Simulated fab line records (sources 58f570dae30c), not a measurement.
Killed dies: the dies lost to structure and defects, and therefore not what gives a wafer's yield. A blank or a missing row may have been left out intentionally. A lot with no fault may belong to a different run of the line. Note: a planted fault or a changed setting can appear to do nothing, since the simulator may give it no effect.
Code-filled problem report in 8D (eight disciplines) form | flow berkeley-cmos170 | the parts of the form that need people (team, actions taken, sign-off) are left out

## 1. WHAT WENT WRONG
Across 2 wafers from 2 lots, M3_AL_RS at UCB170_M3_RS_MEAS_02 averages 0.02967 ohm/sq, while fault-free wafers read 0.03218 ohm/sq with a standard deviation of 0.00027. Relative to the usual mean, that is a shift of -9.3 standard deviations.
The step: measures by four-point-probe.
Seen first at day 12 09:54 on film-metro-01, wafer L546.1. The record holds 42 wafers of 14 lots with a number at this step. The rule behind "out" and "out of limits": a value lying over 4 standard deviations away from the usual mean. Any other wafer with a number is counted as sound.

## 2. WHAT IT IS, AND WHAT IT ISN'T
question                    | is                | is not
which readings at this step | M3_AL_RS          | -
which lots                  | L546, L548        | L533, L534, L535, L536, L538, L539, L543, L549, L551, L552, L553, L554
which wafers of those lots  | L546.1, L548.4    | L546.4, L546.6, L548.2, L548.6
read on which gauges        | film-metro-01     | film-metro-02, film-metro-03
when                        | from day 12 09:54 | up to then (23 sound wafers); but 17 sound wafers of L548, L549, L551, L552, L553, L554 came after

## 3. WHAT RULES OUT EACH SUSPECT
Counting: a tool at a process step up to the reading stays a suspect if it ran every lot that is out. Sound lots after the first of them don't rule it out here, since some wafers of a struck lot are sound.
- the gauge at UCB170_M3_RS_MEAS_02: kept. All the wafers that are out were read on film-metro-01, and no step on other tools shows them out.
- pvd-sputter-02 at UCB170_M3_SPUTTER_01 (material Al, target thk 900 nm, time 120 s): kept. It processed each lot that is out (first: L546, day 12 09:49); up to then, its last sound lot is L543 (day 11 10:53).
Remaining after the count are pvd-sputter-02 at UCB170_M3_SPUTTER_01 and film-metro-01 at UCB170_M3_RS_MEAS_02.

## 4. THE CAUSE (what the simulator had put in)
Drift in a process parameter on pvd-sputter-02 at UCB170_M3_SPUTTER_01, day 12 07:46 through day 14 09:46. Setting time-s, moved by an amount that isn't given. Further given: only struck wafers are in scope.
2 suspects survive the count, and this tool is in that group.

## 5. SEQUENCE OF EFFECTS, ordered by route
Each row: a reading whose mean over the struck wafers that have a number lies more than 3 standard deviations from the usual. Readings are gone through only where the record gives a usual standard deviation; hours: the median, over the lots, of the time from a lot's start at the first step in this table giving one to that lot's start at this step; sigmas: the change measured in usual standard deviations.
hours | step                    | reading        | usual          | on struck wafers | change   | sigmas
0     | UCB170_M3_RS_MEAS_02    | M3_AL_RS       | 0.03218 ohm/sq | 0.02967          | -0.00251 | -9.3
0     | UCB170_M3_THK_MEAS_03   | M3_AL_THK      | 906 nm         | 976              | +70      | +7.7
4     | UCB170_M3_METAL_ETCH_18 | oes-product-au | 0.856 a.u.     | 0.901            | +0.045   | +3.7
Its process steps:
- UCB170_M3_METAL_ETCH_18: etches Al in Cl2/BCl3, stops on SiO2, target depth 1170 nm, time 195 s.
Later measuring or inspecting steps at which every struck wafer that the step has a row for has a number for every such reading, and none has moved that far: UCB170_M3_CD_MEAS_15.

## 6. WHAT WOULD HAVE CAUGHT IT SOONER
In this record the first reading out of limits at a measuring or inspecting step was taken at day 12 09:54, 2 hours after the fault began at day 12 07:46.
Tool readings at UCB170_M3_SPUTTER_01 with a usual standard deviation given in the record: none out on any struck wafer, hence no alarm at a limit of 4 standard deviations on them.
L548, from the lots that are out (2), started UCB170_M3_SPUTTER_01 on pvd-sputter-02 later than day 12 09:54. A hold on the tool at that time would have spared it.
